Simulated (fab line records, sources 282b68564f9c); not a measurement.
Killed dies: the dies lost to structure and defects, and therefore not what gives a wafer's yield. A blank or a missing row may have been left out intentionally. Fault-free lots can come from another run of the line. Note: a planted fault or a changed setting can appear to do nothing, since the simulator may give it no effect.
Lot-split experiment -- flow ritCmos -- 23 wafers read across 5 lots, on a route 202 steps long

## ON THE SPLIT
At RIT_CONTACT_ETCH_11 (etches SiO2 in CHF3/CF4/Ar, stops on TiSi2, target depth 480 nm, time 320 s), the setting timeS was moved away from the recipe's 320 s on 8 of the 23 wafers read, by -14.4% to -6.8%. All remaining wafers had this setting at the recipe value.

The reading comes from the split's own step.

## THE READING
NOVOLAK_of_CONTACT_COAT_03.thkNm (the simulator's own value, which no gauge read), in nm, at RIT_CONTACT_ETCH_11 (etches SiO2 in CHF3/CF4/Ar, stops on TiSi2, target depth 480 nm, time 320 s). The file does not state a usual value for it. Across the 15 wafers here that went through the recipe, the average is 766.0 nm and the standard deviation 1.5 nm.

wafer,"tool, chamber at the split","timeS as run, s",against the recipe,"NOVOLAK_of_CONTACT_COAT_03.thkNm, nm",against lot-mates on the recipe
L074.1,"rieDiel-03, 0",320,recipe,766.2,-
L074.2,"rieDiel-03, 1",298.4,-6.8%,774.3,+8.1
L074.3,"rieDiel-03, 3",320,recipe,766.8,-
L074.4,"rieDiel-03, 2",298.4,-6.8%,774.5,+8.3
L074.5,"rieDiel-03, 3",320,recipe,765.7,-
L077.1,"rieDiel-02, 1",273.8,-14.4%,783.7,+19.2
L077.2,"rieDiel-02, 0",273.8,-14.4%,782.2,+17.7
L077.3,"rieDiel-02, 2",320,recipe,763.5,-
L077.4,"rieDiel-02, 3",320,recipe,765.6,-
L077.6,"rieDiel-02, 1",273.8,-14.4%,787.2,+22.7
L078.1,"rieDiel-03, 1",320,recipe,766.9,-
L078.3,"rieDiel-03, 0",320,recipe,764.4,-
L078.4,"rieDiel-03, 3",320,recipe,767.6,-
L078.5,"rieDiel-03, 2",320,recipe,765.2,-
L078.6,"rieDiel-03, 3",320,recipe,764,-
L082.1,"rieDiel-04, 3",320,recipe,768,-
L082.4,"rieDiel-04, 0",320,recipe,767,-
L082.6,"rieDiel-04, 1",320,recipe,764,-
L083.1,"rieDiel-03, 0",320,recipe,768.2,-
L083.3,"rieDiel-03, 1",279.6,-12.6%,779.7,+11.8
L083.4,"rieDiel-03, 2",279.6,-12.6%,782.1,+14.2
L083.5,"rieDiel-03, 1",279.6,-12.6%,781.5,+13.6
L083.6,"rieDiel-03, 0",320,recipe,767.6,-

FIT RESULTS
A straight line over all 23 wafers: NOVOLAK_of_CONTACT_COAT_03.thkNm changes by -1.24 nm for each +1% of timeS; r = -0.98; the points scatter about the line by 1.6 nm.
The same after taking each lot's own level away (the mean of its wafers on the recipe; 23 wafers): -1.23 nm for each +1%; r = -0.97; scatter 1.8 nm.
Per that fit: largest timeS move, reading shift of 18 nm.
The lots' own levels span 764.55 to 767.90 nm, that is 2.2 times the standard deviation above.
Hence the lot-to-lot level has little effect on the slope; both slopes agree.
Check: with one of the wafers moved furthest among these (-14.4%) left out of the fit, the line predicts +17.5 nm for it against its lot-mates. It came out at +19.2 nm against them.

## OTHER SPLITS APPLIED TO THESE WAFERS
Before the reading, these wafers also passed through other splits. Each is held against what the fit with the lots' levels taken away leaves over:
other split on the same wafers,wafers away from the commonest value,r with NOVOLAK_of_CONTACT_COAT_03.thkNm (lot level and that fit taken away)
RIT_SDANNEAL_CLEAN_00 tempC,15,-0.39
RIT_SILICIDE_WET_ETCH_00 timeS,10,+0.05

## FILE'S OWN FIT
NOVOLAK_of_CONTACT_COAT_03.thkNm changes by -1.23 nm for each +1% of timeS, r = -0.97.
